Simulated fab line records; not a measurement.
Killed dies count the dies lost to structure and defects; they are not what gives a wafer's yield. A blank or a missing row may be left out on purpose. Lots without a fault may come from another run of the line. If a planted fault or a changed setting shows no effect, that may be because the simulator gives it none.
Which tool was responsible? | flow berkeley cmos170 | 14 lots with 42 wafers sampled at 2 steps, on a route of 331 steps

== WHAT EACH GAUGE READ, for each wafer ==
UCB170_CONTACT_CD_MEAS_90: target cd 700 nm.
lot  | measured     | on        | cd nm (nm)
L395 | day 8 16:01  | cd sem-01 | 700.9 699.2 699.7
L392 | day 8 16:40  | cd sem-01 | 699.1 699.1 700.7
L394 | day 8 18:52  | cd sem-02 | 699.5 700.5 699.9
L397 | day 8 19:58  | cd sem-01 | 698.7 699.8 698.5
L398 | day 9 17:56  | cd sem-02 | 702.0 701.0 702.8
L400 | day 9 18:28  | cd sem-02 | 701.9 702.4 702.2
L401 | day 9 18:31  | cd sem-01 | 700.6 700.2 699.5
L403 | day 10 05:30 | cd sem-01 | - - -
L402 | day 10 12:29 | cd sem-02 | - - -
L407 | day 10 23:16 | cd sem-02 | 698.3 696.9 697.2
L412 | day 12 00:23 | cd sem-01 | 701.0 700.3 700.9
L411 | day 12 02:41 | cd sem-02 | 699.3 700.2 702.2
L413 | day 12 09:32 | cd sem-02 | 701.1 701.5 700.5
L415 | day 12 19:24 | cd sem-02 | 697.1 697.7 696.9

== WHICH TOOL RAN EACH LOT (tool, then ch and the chambers of the sampled wafers, then the start) ==
lot  | UCB170_CONTACT_ETCH_18
L395 | rie diel-01 ch 0,1,3, day 8 15:00
L392 | rie diel-03 ch 0,2, day 8 16:00
L394 | rie diel-03 ch 0,2,3, day 8 18:00
L397 | rie diel-01 ch 0,3, day 8 19:00
L398 | rie diel-03 ch 2,3, day 9 17:00
L400 | rie diel-03 ch 0,2,3, day 9 18:00
L401 | rie diel-02 ch 0,1,3, day 9 18:00
L403 | rie diel-02 ch 0,1,2, day 10 05:00
L402 | rie diel-01 ch 1,2, day 10 12:00
L407 | rie diel-01 ch 2,3, day 10 23:00
L412 | rie diel-02 ch 0,2, day 12 00:00
L411 | rie diel-03 ch 0,2,3, day 12 02:00
L413 | rie diel-01 ch 0,3, day 12 09:00
L415 | rie diel-03 ch 1,2,3, day 12 19:00
- UCB170_CONTACT_ETCH_18: etches PSG in CHF3/CF4/Ar, stops on TiSi2, target depth 840 nm, time 195 s.

== WHAT THE TOOLS THEMSELVES READ (means of the sampled wafers that have a number; where no wafer has one, the mark that the record gives instead) ==
UCB170_CONTACT_ETCH_18.
lot  | tool        | CHF3_flow_sccm (sccm) | cf4 flow sccm (sccm) | drypump motor current A (A) | oes product au (a.u.) | throttle valve pct (%)
L395 | rie diel-01 | 45.01                 | 15.02                | 5.7                         | 0.885                 | 6.95
L392 | rie diel-03 | 44.96                 | 15.01                | 5.5                         | 0.887                 | 6.78
L394 | rie diel-03 | 44.91                 | 14.95                | 5.8                         | 0.899                 | 6.84
L397 | rie diel-01 | 45.03                 | 14.98                | 5.4                         | 0.886                 | 6.98
L398 | rie diel-03 | 45.09                 | 14.98                | 6.1                         | 0.883                 | 6.86
L400 | rie diel-03 | 45.06                 | 14.96                | 5.8                         | 0.885                 | 6.85
L401 | rie diel-02 | 45.12                 | 15.01                | 6.0                         | 0.884                 | 6.95
L403 | rie diel-02 | -                     | -                    | -                           | -                     | -
L402 | rie diel-01 | -                     | -                    | -                           | -                     | -
L407 | rie diel-01 | 45.07                 | 15.02                | 6.6                         | 0.885                 | 6.75
L412 | rie diel-02 | 45.02                 | 15.01                | 5.8                         | 0.913                 | 6.90
L411 | rie diel-03 | 45.08                 | 15.01                | 5.8                         | 0.893                 | 6.84
L413 | rie diel-01 | 44.87                 | 15.00                | 5.8                         | 0.890                 | 6.94
L415 | rie diel-03 | 45.13                 | 14.99                | 6.1                         | 0.886                 | 6.84

== THE ANSWER, worked out from the rows above alone ==
Rule: usual is defined by the lots themselves. Put in order of their means at a reading, lots are off if they are a third of the lots or fewer, leave a main group of 4 or more, and stand apart from it by a gap of 3 or more times the standard deviation of the main group's means; of several such gaps the widest counts. Not used: any main group whose means are identical at the precision the tables above print for the reading. A lot without any number at a reading at which 4 lots or more have one is off too. All remaining lots with rows at the step are treated as sound. After the gauges, taken in route order, come the tools' own readings; for these a lot's mean is taken, as printed above. At the first step where some lot is off, the reading lying furthest off is the one used; lots without a number count as furthest.
Off at UCB170_CONTACT_CD_MEAS_90 (cd nm): L403, L402. Without a number there: L403, L402. Mean 700.0 nm and standard deviation 1.5 in the main group.
If a tool, at a process step before that reading, ran all the lots that are off and no sound lot after the first of them, it fits. The gauges at UCB170_CONTACT_CD_MEAS_90 aren't tried: what is off there is off at UCB170_CONTACT_ETCH_18 too, on other tools, and a gauge's error can't cause that. None of those tried fits.

== WHAT WAS PUT IN BY THE SIMULATOR ==
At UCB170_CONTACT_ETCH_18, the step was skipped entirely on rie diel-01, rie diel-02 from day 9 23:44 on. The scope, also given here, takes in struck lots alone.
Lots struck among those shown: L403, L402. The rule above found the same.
